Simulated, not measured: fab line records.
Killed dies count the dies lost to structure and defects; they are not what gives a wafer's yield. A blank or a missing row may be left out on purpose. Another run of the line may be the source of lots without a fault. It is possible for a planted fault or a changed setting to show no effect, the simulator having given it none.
The same fault as seen by 2 desks || flow berkeley_cmos170 || every desk sees just its own numbers, and what lay behind them comes last

FROM THE METROLOGY DESK
Means of the sampled wafers that have a number, per lot and without regard to the tool the lot ran on: this is what the gauges read. The brackets show how far a lot's mean lies from the usual mean; more than 4 standard deviations puts the lot out of limits, marked OUT.
Columns: A = cd_nm at UCB170_M1_CD_MEAS_09, usual 700.6 nm
{"lot": "L291", "first seen here": "day 6 04:58", "A": 702.0}
{"lot": "L294", "first seen here": "day 7 14:20", "A": 701.0}
{"lot": "L293", "first seen here": "day 7 17:05", "A": 700.2}
{"lot": "L297", "first seen here": "day 8 07:53", "A": 702.7}
{"lot": "L298", "first seen here": "day 8 19:42", "A": 697.9}
{"lot": "L299", "first seen here": "day 8 20:17", "A": 702.2}
{"lot": "L300", "first seen here": "day 8 23:13", "A": 699.8}
{"lot": "L301", "first seen here": "day 9 10:58", "A": 700.2}
{"lot": "L303", "first seen here": "day 9 11:00", "A": 699.8}
{"lot": "L302", "first seen here": "day 10 04:01", "A": 701.4}
{"lot": "L305", "first seen here": "day 10 04:15", "A": 702.5}
{"lot": "L306", "first seen here": "day 10 04:58", "A": "719.7 (+14) OUT"}
{"lot": "L307", "first seen here": "day 10 18:16", "A": "717.9 (+12) OUT"}
{"lot": "L312", "first seen here": "day 11 19:22", "A": 700.1}
Finding of this desk: L306, L307 out of limits; the first was L306 at day 10 04:58, on cd_nm at UCB170_M1_CD_MEAS_09. L291, L294, L293, L297, L298, L299, L300, L301, L303, L302, L305, L312 stayed within limits.

FOR THE TOOL OWNER'S DESK: litho_track-04
At UCB170_M1_SOFTBAKE_05 (time 60 s), the tool's own readings, given per lot that ran on this tool as the mean of the sampled wafers with a number. The brackets show how far a lot's mean lies from the usual mean; more than 4 standard deviations puts the lot out of limits, marked OUT.
Columns: A = exhaust_pa at UCB170_M1_SOFTBAKE_05, usual 45.3 Pa; B = heater_power_total_W at UCB170_M1_SOFTBAKE_05, usual 56.80 W; C = plate_temp_C at UCB170_M1_SOFTBAKE_05, usual 130.02 C
{"lot": "L291", "first seen here": "day 6 04:00", "A": 45.6, "B": 56.80, "C": 129.98}
{"lot": "L293", "first seen here": "day 7 16:00", "A": 44.5, "B": 56.79, "C": 129.95}
{"lot": "L298", "first seen here": "day 8 19:00", "A": 44.3, "B": 56.84, "C": 130.06}
{"lot": "L300", "first seen here": "day 8 22:00", "A": 45.3, "B": 56.74, "C": 129.97}
{"lot": "L303", "first seen here": "day 9 10:00", "A": 45.6, "B": 56.77, "C": 129.96}
{"lot": "L305", "first seen here": "day 10 02:00", "A": 45.5, "B": 56.80, "C": 130.03}
{"lot": "L306", "first seen here": "day 10 04:00", "A": 45.7, "B": "50.27 (-99 or more) OUT", "C": "118.39 (-89) OUT"}
{"lot": "L307", "first seen here": "day 10 17:00", "A": 45.9, "B": "50.25 (-99 or more) OUT", "C": "118.40 (-89) OUT"}
Finding of this desk: L306, L307 out of limits; the first was L306 at day 10 04:00, on heater_power_total_W at UCB170_M1_SOFTBAKE_05. L291, L293, L298, L300, L303, L305 stayed within limits.

ALL TOGETHER
An alarm could have come from the tool owner's desk at day 10 04:00, on L306, L307.
At day 10 04:58 the metrology desk could have sounded an alarm, on L306, L307.
Every lot named ran UCB170_M1_SOFTBAKE_05 on litho_track-04.

WHAT THE SIMULATOR PUT IN
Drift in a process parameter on litho_track-04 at UCB170_M1_SOFTBAKE_05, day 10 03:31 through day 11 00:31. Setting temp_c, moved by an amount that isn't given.
Lots struck among those shown: L306, L307.
Time in hours from fault onset to the first out-of-limits reading at each desk: tool owner's desk 0, metrology desk 1.
